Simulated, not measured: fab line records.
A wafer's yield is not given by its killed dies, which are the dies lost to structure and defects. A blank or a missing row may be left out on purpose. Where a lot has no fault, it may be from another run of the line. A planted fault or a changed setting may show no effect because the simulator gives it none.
2 desks looking at one fault + flow berkeley-cmos170 + every desk sees just its own numbers, and what lay behind them comes last

## TOOL OWNER'S DESK, pecvd-01
The tool's own readings at UCB170_V1_CVD_00 (deposits SiO2 from TEOS/O2, target thk 2000 nm, time 250 s): means of the sampled wafers that have a number, for each lot that ran on this tool. Any lot whose mean is over 4 standard deviations away from the usual mean is out of limits and marked OUT; that distance is given in the brackets.
Columns: A = heater-power-w at UCB170_V1_CVD_00, usual 254 W; B = run-length-s at UCB170_V1_CVD_00, usual 277.9 s; C = susceptor-temp-C at UCB170_V1_CVD_00, usual 390.02 C
| lot  | first seen here | A   | B               | C      |
|------|-----------------|-----|-----------------|--------|
| L937 | day 8 12:10     | 292 | 278.1           | 389.85 |
| L940 | day 8 20:35     | 270 | 277.6           | 389.81 |
| L939 | day 8 21:55     | 271 | 277.9           | 390.08 |
| L943 | day 9 18:14     | 246 | 278.1           | 389.87 |
| L948 | day 11 01:13    | 263 | 299.6 (+36) OUT | 390.15 |
| L950 | day 11 02:32    | 232 | 299.9 (+36) OUT | 390.05 |
This desk finds L948, L950 out of limits, L948 being first, at day 11 01:13 (run-length-s at UCB170_V1_CVD_00). L937, L940, L939, L943 stayed within limits.

## THE METROLOGY DESK
Means of the sampled wafers that have a number, per lot and without regard to the tool the lot ran on: this is what the gauges read. Any lot whose mean is over 4 standard deviations away from the usual mean is out of limits and marked OUT; that distance is given in the brackets.
Columns: A = CONTACT_OVL at UCB170_CONTACT_OVL_MEAS_16, usual -1 nm; B = V1_TEOS_THK at UCB170_V1_THK_MEAS_01, usual 1992 nm; C = cd-nm at UCB170_V1_CD_MEAS_12, usual 699.4 nm; D = M2_AL_RS at UCB170_M2_RS_MEAS_02, usual 0.0322 ohm/sq
| lot  | first seen here | A   | B               | C     | D      |
|------|-----------------|-----|-----------------|-------|--------|
| L937 | day 8 07:29     | 4   | 1990            | 699.4 | 0.0325 |
| L936 | day 8 10:21     | -11 | 2011            | 701.0 | 0.0326 |
| L940 | day 8 16:53     | 1   | 1970            | 699.8 | 0.0322 |
| L938 | day 8 17:26     | -4  | 2012            | 697.6 | 0.0321 |
| L939 | day 8 17:41     | 5   | 1981            | 698.3 | 0.0325 |
| L941 | day 9 11:19     | -3  | 1994            | 698.7 | 0.0316 |
| L943 | day 9 14:41     | -8  | 1988            | 699.4 | 0.0324 |
| L944 | day 9 16:34     | -5  | 1994            | 702.1 | 0.0327 |
| L946 | day 10 05:48    | -6  | 1979            | 699.6 | 0.0320 |
| L948 | day 10 21:02    | 10  | 2142 (+6.5) OUT | 698.0 | 0.0320 |
| L950 | day 10 22:01    | -1  | 2152 (+6.9) OUT | 699.2 | 0.0322 |
| L957 | day 12 07:31    | 7   | 1973            | 697.9 | 0.0321 |
| L958 | day 12 08:07    | -1  | 2015            | 700.1 | 0.0322 |
| L959 | day 12 19:58    | -1  | 2002            | 697.7 | 0.0319 |
This desk's result: L948, L950 out of limits, first on L948 (V1_TEOS_THK at UCB170_V1_THK_MEAS_01), day 11 01:26. L937, L936, L940, L938, L939, L941, L943, L944, L946, L957, L958, L959 stayed within limits.

## ALL TOGETHER
On L948, L950, at day 11 01:13, an alarm was possible from the tool owner's desk.
At day 11 01:26 the metrology desk could have sounded an alarm, on L948, L950.
The lots listed all ran UCB170_V1_CVD_00 on pecvd-01.

## WHAT WAS PUT IN BY THE SIMULATOR
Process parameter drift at UCB170_V1_CVD_00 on pecvd-01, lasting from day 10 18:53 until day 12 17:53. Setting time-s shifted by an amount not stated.
Struck lots among those shown: L948, L950.
Delay (hours) between the fault's onset and each desk's first out-of-limits reading: 6 at the tool owner's desk, 7 at the metrology desk.
